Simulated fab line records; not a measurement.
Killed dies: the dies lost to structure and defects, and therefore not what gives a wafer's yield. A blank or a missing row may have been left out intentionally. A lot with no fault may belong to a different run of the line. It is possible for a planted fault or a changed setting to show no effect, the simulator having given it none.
What tool caused it?    flow berkeley_cmos170    13 lots with 39 wafers sampled at 3 steps, on a route of 331 steps

## WHAT THE GAUGES SHOWED, per wafer
UCB170_SILICIDE_RS_MEAS_02: measures by four-point-probe. Usual: SILICIDE_TI_RS typically reads 26.2 ohm/sq, with standard deviation 0.34.
lot   measured      on             SILICIDE_TI_RS (ohm/sq)  flag
L299  day 7 16:07   film_metro-04  26.5 26.1 26.3           
L302  day 8 06:28   film_metro-04  25.8 26.1 26.5           
L300  day 8 06:57   film_metro-04  26.7 26.2 26.2           
L301  day 8 07:14   film_metro-03  25.8 26.0 25.9           
L303  day 8 20:29   film_metro-04  26.1 26.2 26.3           
L304  day 8 20:48   film_metro-04  26.2 27.0 26.5           
L305  day 9 08:05   film_metro-04  26.6 26.3 26.2           
L309  day 9 23:31   film_metro-03  34.1 34.8 34.1           OFF
L313  day 11 04:35  film_metro-04  34.1 34.0 33.6           OFF
L318  day 12 03:19  film_metro-04  26.4 26.1 26.1           
L319  day 12 16:27  film_metro-02  25.6 26.6 26.0           
L322  day 13 05:52  film_metro-02  26.4 26.4 26.1           
L321  day 13 06:34  film_metro-04  26.5 25.4 26.1           

UCB170_SILICIDE_THK_MEAS_03: measures by xrf. Usual: SILICIDE_TI_THK typically reads 30.8 nm, with standard deviation 0.31.
lot   measured      on             SILICIDE_TI_THK (nm)  flag
L299  day 7 16:14   film_metro-04  30.6 31.0 30.6        
L302  day 8 06:35   film_metro-04  31.3 31.0 30.8        
L300  day 8 07:04   film_metro-04  30.6 30.8 31.0        
L301  day 8 07:20   film_metro-03  31.1 31.1 31.1        
L303  day 8 20:36   film_metro-04  31.0 31.1 30.9        
L304  day 8 20:55   film_metro-04  30.9 30.1 30.5        
L305  day 9 08:12   film_metro-04  30.5 30.8 30.9        
L309  day 9 23:37   film_metro-03  24.5 24.1 24.6        OFF
L313  day 11 04:42  film_metro-04  24.6 24.7 25.0        OFF
L318  day 12 03:26  film_metro-04  30.7 30.9 30.8        
L319  day 12 16:34  film_metro-02  31.0 30.2 30.7        
L322  day 13 05:58  film_metro-02  30.3 30.3 30.8        
L321  day 13 06:40  film_metro-04  30.6 31.5 31.0        

## WHICH TOOL RAN EACH LOT (tool, then ch and the chambers of the sampled wafers, then the start)
lot   UCB170_SILICIDE_SPUTTER_01
L299  pvd_sputter-03, day 7 16:05
L302  pvd_sputter-02, day 8 06:26
L300  pvd_sputter-01, day 8 06:55
L301  pvd_sputter-03, day 8 07:09
L303  pvd_sputter-01, day 8 20:27
L304  pvd_sputter-02, day 8 20:45
L305  pvd_sputter-01, day 9 08:02
L309  pvd_sputter-02, day 9 23:28
L313  pvd_sputter-02, day 11 04:33
L318  pvd_sputter-01, day 12 03:17
L319  pvd_sputter-03, day 12 16:25
L322  pvd_sputter-01, day 13 05:47
L321  pvd_sputter-03, day 13 06:31
- UCB170_SILICIDE_SPUTTER_01: material Ti, target thk 30 nm, time 25 s.

## AS READ BY THE TOOLS THEMSELVES (means over the sampled wafers that have a number; for cases with no such wafer, the mark the record gives instead)
UCB170_SILICIDE_SPUTTER_01. Usual: throttle_valve_pct reads 29.3 % (standard deviation 1.3).
lot   tool            throttle_valve_pct (%)  flag
L299  pvd_sputter-03  29.2                    
L302  pvd_sputter-02  30.4                    
L300  pvd_sputter-01  28.7                    
L301  pvd_sputter-03  29.4                    
L303  pvd_sputter-01  27.6                    
L304  pvd_sputter-02  30.3                    
L305  pvd_sputter-01  28.6                    
L309  pvd_sputter-02  30.7                    
L313  pvd_sputter-02  30.4                    
L318  pvd_sputter-01  28.7                    
L319  pvd_sputter-03  29.1                    
L322  pvd_sputter-01  27.6                    
L321  pvd_sputter-03  29.3                    

## THE ANSWER, worked out from the rows above alone
Rule: a lot is off if the mean of its wafers that have a number lies more than 3 standard deviations from the usual mean. A lot without any number at a reading at which 4 lots or more have one is off too. Any other lot the step has rows for is counted as sound. Order of review: gauges by route order, followed by the tools' own readings, for which a lot's mean as printed above is used. The first step at which some lot is off is used, and at that step the reading that is off furthest; a lot without a number counts as furthest.
Off: L309, L313, seen at UCB170_SILICIDE_RS_MEAS_02 (SILICIDE_TI_RS).
A tool fits if, at a process step before that reading, it ran every lot that is off, and no sound lot after the first of them. Gauges at UCB170_SILICIDE_RS_MEAS_02: tried the same way as those tools. One candidate fits, namely pvd_sputter-02 at UCB170_SILICIDE_SPUTTER_01. A fault onset in the window from L304 (day 8 20:45, its last sound lot) to L309 (day 9 23:28, its first lot off) fits.

## WHAT THE SIMULATOR HAD INSERTED
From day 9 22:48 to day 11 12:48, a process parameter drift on pvd_sputter-02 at UCB170_SILICIDE_SPUTTER_01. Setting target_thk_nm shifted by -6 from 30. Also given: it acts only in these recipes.
Struck lots among those shown: L309, L313. The rule above found the same.
